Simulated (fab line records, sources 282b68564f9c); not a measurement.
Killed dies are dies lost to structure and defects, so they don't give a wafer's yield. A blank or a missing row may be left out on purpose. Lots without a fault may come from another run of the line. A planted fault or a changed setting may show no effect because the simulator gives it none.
Problem report in the 8D (eight disciplines) form, filled by code | flow rit_cmos | the parts of the form that need people (team, actions taken, sign-off) are left out

1. THE PROBLEM
ACTIVE_NITRIDE_THK at RIT_ACTIVE_THK_MEAS_04 reads a mean of 193.1 nm on 6 wafers of 2 lots; wafers without a fault read 150.1 nm with a standard deviation of 1.6. That is +27 standard deviations from the usual mean.
First seen on wafer L472.1, day 4 19:31, on film_metro-03. The record holds 42 wafers of 14 lots with a number at this step. Rule for "out", or "out of limits": more than 4 standard deviations from the usual mean. The other wafers with a number count as sound.

2. WHAT IT IS AND WHAT IT IS NOT
question                    | is                           | is not
which readings at this step | ACTIVE_NITRIDE_THK           | -
which lots                  | L472, L474                   | L457, L458, L459, L460, L461, L462, L463, L464, L466, L467, L471, L478
which wafers of those lots  | all that have a number       | -
read on which gauges        | film_metro-01, film_metro-03 | film_metro-02
when                        | from day 4 19:31             | up to then (33 sound wafers); but 3 sound wafers of L478 came after

3. SUSPECTS, AND WHAT RULES EACH OUT
Counting: a tool at a process step up to the reading stays a suspect if it ran every lot that is out and no sound lot after the first of them.
- the gauge at RIT_ACTIVE_THK_MEAS_04: ruled out. The wafers that are out were read on 2 gauges (film_metro-01, film_metro-03).
- lpcvd-02 at RIT_ACTIVE_CVD_03 (deposits Si3N4 from SiH2Cl2/NH3, target thk 150 nm, time 1500 s): kept. It ran every lot that is out, first L472 (day 4 17:23), and no sound lot after that; its last sound lot up to then is L471 (day 4 10:50). Its own readings are out on those wafers: spike_tc_centre_C, spike_tc_load_C, susceptor_temp_C.
Left after counting: lpcvd-02 at RIT_ACTIVE_CVD_03.

4. THE CAUSE (what the simulator had put in)
Process parameter drift: lpcvd-02, from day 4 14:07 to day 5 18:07, at RIT_ACTIVE_CVD_03. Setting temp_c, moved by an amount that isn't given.
Counting left only this tool.

5. THE CHAIN OF EFFECTS, in route order
Each row: a reading whose mean over the struck wafers that have a number lies more than 3 standard deviations from the usual. Only readings for which the record gives a usual standard deviation are gone through. hours: the time from each lot's start at the first step in this table that gives one to its start at this step, as a median over the lots. sigmas: the change in usual standard deviations.
hours | step                   | reading            | usual      | on struck wafers | change | sigmas
0     | RIT_ACTIVE_CVD_03      | spike_tc_centre_C  | 813.3 C    | 829.0            | +15.7  | +10
0     | RIT_ACTIVE_CVD_03      | spike_tc_load_C    | 832.3 C    | 848.1            | +15.8  | +8.8
0     | RIT_ACTIVE_CVD_03      | spike_tc_source_C  | 833 C      | 849              | +16    | +4.6
0     | RIT_ACTIVE_CVD_03      | susceptor_temp_C   | 810.1 C    | 825.2            | +15.1  | +49
2     | RIT_ACTIVE_THK_MEAS_04 | ACTIVE_NITRIDE_THK | 150.1 nm   | 193.1            | +43.0  | +27
3     | RIT_ACTIVE_ETCH_13     | oes_product_au     | 0.830 a.u. | 0.955            | +0.125 | +8.9
The process steps in it:
- RIT_ACTIVE_CVD_03: deposits Si3N4 from SiH2Cl2/NH3, target thk 150 nm, time 1500 s.
- RIT_ACTIVE_ETCH_13: etches Si3N4 in SF6, stops on SiO2, time 210 s, target depth 210 nm.

6. WHAT WOULD HAVE CAUGHT IT SOONER
In this record the first reading out of limits at a measuring or inspecting step was taken at day 4 19:31, 5 hours after the fault began at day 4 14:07.
The tool's own readings at RIT_ACTIVE_CVD_03 were out on every struck wafer that the step has a row for (spike_tc_centre_C, spike_tc_load_C, susceptor_temp_C): an alarm limit on them would have fired on the first of those.
Of the lots that are out (2), L474 began RIT_ACTIVE_CVD_03 on lpcvd-02 after day 4 19:31. A hold on the tool at that time would have spared it.
